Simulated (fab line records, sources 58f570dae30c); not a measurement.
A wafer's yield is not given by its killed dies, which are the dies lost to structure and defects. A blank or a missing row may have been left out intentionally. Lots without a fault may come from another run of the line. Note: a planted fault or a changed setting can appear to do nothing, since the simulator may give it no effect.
Which tool is to blame?    flow berkeley cmos170    42 wafers from 14 lots sampled at 4 of the route's 331 steps

## WHAT THE GAUGES SHOWED, per wafer
UCB170_NWELL_THK_MEAS_05.
lot   measured     on             NWELL_NITRIDE_THK (nm)
L336  day 2 11:55  film metro-04  224.6 224.4 222.9
L335  day 2 11:56  film metro-02  219.2 218.2 221.4
L337  day 2 15:41  film metro-04  224.1 223.6 224.1
L339  day 3 05:58  film metro-04  219.1 220.5 223.1
L342  day 3 21:07  film metro-01  225.7 225.3 223.5
L343  day 3 21:07  film metro-02  226.7 225.8 226.2
L344  day 4 05:02  film metro-04  224.8 223.5 222.8
L345  day 4 07:04  film metro-01  224.7 223.3 223.8
L346  day 4 09:55  film metro-01  226.2 225.0 226.6
L347  day 4 17:01  film metro-04  228.1 227.5 228.9
L354  day 5 23:27  film metro-02  224.5 222.9 223.5
L355  day 6 05:46  film metro-02  221.3 222.8 223.6
L357  day 6 15:28  film metro-02  225.5 226.5 228.6
L358  day 6 22:02  film metro-02  223.4 221.2 221.5

UCB170_NWELL_OVL_MEAS_12.
lot   measured     on          NWELL_OVL (nm)
L336  day 2 13:22  overlay-01  -3 -10 3
L335  day 2 13:02  overlay-01  -7 4 -14
L337  day 2 17:20  overlay-02  10 -5 9
L339  day 3 07:35  overlay-01  -4 -5 2
L342  day 3 22:33  overlay-02  3 16 2
L343  day 3 22:43  overlay-02  -1 4 1
L344  day 4 06:04  overlay-02  -1 12 6
L345  day 4 08:38  overlay-02  -5 -4 5
L346  day 4 10:51  overlay-02  -13 -5 -6
L347  day 4 18:37  overlay-02  12 7 5
L354  day 6 01:18  overlay-01  12 3 17
L355  day 6 06:49  overlay-02  -13 -5 -2
L357  day 6 16:22  overlay-01  -3 -2 0
L358  day 7 00:24  overlay-01  8 -3 -2

UCB170_PWELL_THK_MEAS_03.
lot   measured     on             PWELL_OXIDE_THK (nm)
L336  day 2 23:17  film metro-01  27.1 26.8 26.7
L335  day 2 23:21  film metro-01  27.2 27.0 26.6
L337  day 3 04:43  film metro-03  26.3 25.9 26.3
L339  day 3 20:31  film metro-04  26.7 26.3 26.8
L342  day 4 07:31  film metro-01  27.0 27.0 26.8
L343  day 4 07:31  film metro-04  26.4 26.4 26.1
L344  day 4 15:00  film metro-01  27.3 26.7 26.8
L345  day 4 17:42  film metro-03  22.6 22.7 23.2
L346  day 4 17:43  film metro-04  22.4 23.2 23.2
L347  day 5 05:56  film metro-03  26.9 26.9 26.8
L354  day 6 12:44  film metro-01  26.4 27.0 26.5
L355  day 6 15:13  film metro-04  26.5 26.5 26.3
L357  day 7 01:05  film metro-01  26.9 27.0 26.9
L358  day 7 10:38  film metro-04  25.4 25.2 25.5

## EACH LOT AND THE TOOL THAT RAN IT (in order: tool; ch and the chambers of the sampled wafers; start)
lot   UCB170_PWELL_OXIDATION_02
L336  furnace-02 ch 0, day 2 21:56
L335  furnace-02 ch 0, day 2 21:56
L337  furnace-02 ch 0, day 3 03:22
L339  furnace-03 ch 0, day 3 19:09
L342  furnace-03 ch 0, day 4 06:10
L343  furnace-03 ch 0, day 4 06:10
L344  furnace-02 ch 0, day 4 13:38
L345  furnace-03 ch 0, day 4 16:21
L346  furnace-03 ch 0, day 4 16:21
L347  furnace-02 ch 0, day 5 04:35
L354  furnace-01 ch 0, day 6 11:22
L355  furnace-02 ch 0, day 6 13:52
L357  furnace-02 ch 0, day 6 23:44
L358  furnace-02 ch 0, day 7 09:17
- UCB170_PWELL_OXIDATION_02: target thk 26.4 nm, ox time 1260 s.

## AS READ BY THE TOOLS THEMSELVES (means over the sampled wafers that have a number; for cases with no such wafer, the mark the record gives instead)
UCB170_PWELL_OXIDATION_02.
lot   tool        spike tc centre C (C)  spike tc load C (C)  spike tc source C (C)  tube center temp C (C)  tube_center_temp_C_max  zone power source pct (%)
L336  furnace-02  1001.7                 1024.8               1022                   1000                    1002.4                  35.0
L335  furnace-02  1001.2                 1024.5               1022                   1000                    1002.4                  35.4
L337  furnace-02  1002.1                 1025.7               1022                   1000                    1002.4                  35.3
L339  furnace-03  1002.6                 1027.2               1018                   1000                    1002.7                  33.0
L342  furnace-03  1000.6                 1026.5               1019                   1000                    1002.8                  32.8
L343  furnace-03  1002.8                 1027.9               1018                   1000                    1002.3                  32.8
L344  furnace-02  1002.4                 1025.8               1021                   1000                    1002.8                  35.0
L345  furnace-03  990.4                  1014.8               1006                   988                     990.7                   32.0
L346  furnace-03  990.1                  1014.5               1006                   988                     990.7                   32.1
L347  furnace-02  1002.7                 1024.9               1021                   1000                    1002.4                  35.6
L354  furnace-01  1002.8                 1031.5               1028                   1000                    1002.4                  25.8
L355  furnace-02  1003.1                 1025.1               1022                   1000                    1002.6                  34.8
L357  furnace-02  1001.7                 1025.0               1022                   1000                    1002.7                  34.9
L358  furnace-02  1002.3                 1024.3               1022                   1000                    1002.9                  35.2

## THE ANSWER, worked out from the rows above alone
Rule: the lots themselves supply what counts as usual. Put in order of their means at a reading, lots are off if they are a third of the lots or fewer, leave a main group of 4 or more, and stand apart from it by a gap of 3 or more times the standard deviation of the main group's means; of several such gaps the widest counts. A main group whose means are all the same, to the digits that the tables above print for the reading, isn't used. A lot without any number at a reading at which 4 lots or more have one is off too. Where the step has rows for the other lots, those lots are counted as sound. Order of review: gauges by route order, followed by the tools' own readings, for which a lot's mean as printed above is used. At the first step where some lot is off, the reading lying furthest off is the one used; lots without a number count as furthest.
Off: L345, L346, at UCB170_PWELL_THK_MEAS_03 (PWELL_OXIDE_THK). Mean 26.6 nm and standard deviation 0.45 in the main group.
If a tool, at a process step before that reading, ran all the lots that are off and no sound lot after the first of them, it fits. Not tried: the gauges at UCB170_PWELL_THK_MEAS_03; whatever is off there is also off at UCB170_PWELL_OXIDATION_02, on other tools, and gauge error can't account for it. One candidate fits, namely furnace-03 at UCB170_PWELL_OXIDATION_02. A fault onset in the window from L342 (day 4 06:10, its last sound lot) to L345 (day 4 16:21, its first lot off) fits.
The tool's own readings at UCB170_PWELL_OXIDATION_02 bear it out: on the lots that are off they differ by more than 5 times the standard deviation of the sound lots' means. spike tc centre C reads 990.2 C there against 1002.2 C on the sound lots; spike tc load C reads 1014.6 C there against 1026.1 C on the sound lots; spike tc source C reads 1006 C there against 1021 C on the sound lots; tube center temp C reads 988 C there against 1000 C on the sound lots; tube_center_temp_C_max reads 990.7 there against 1002.6 on the sound lots.

## WHAT WAS PUT IN BY THE SIMULATOR
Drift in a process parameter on furnace-03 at UCB170_PWELL_OXIDATION_02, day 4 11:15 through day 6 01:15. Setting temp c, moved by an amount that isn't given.
Struck lots among those shown: L345, L346. The rule above reached the same finding.
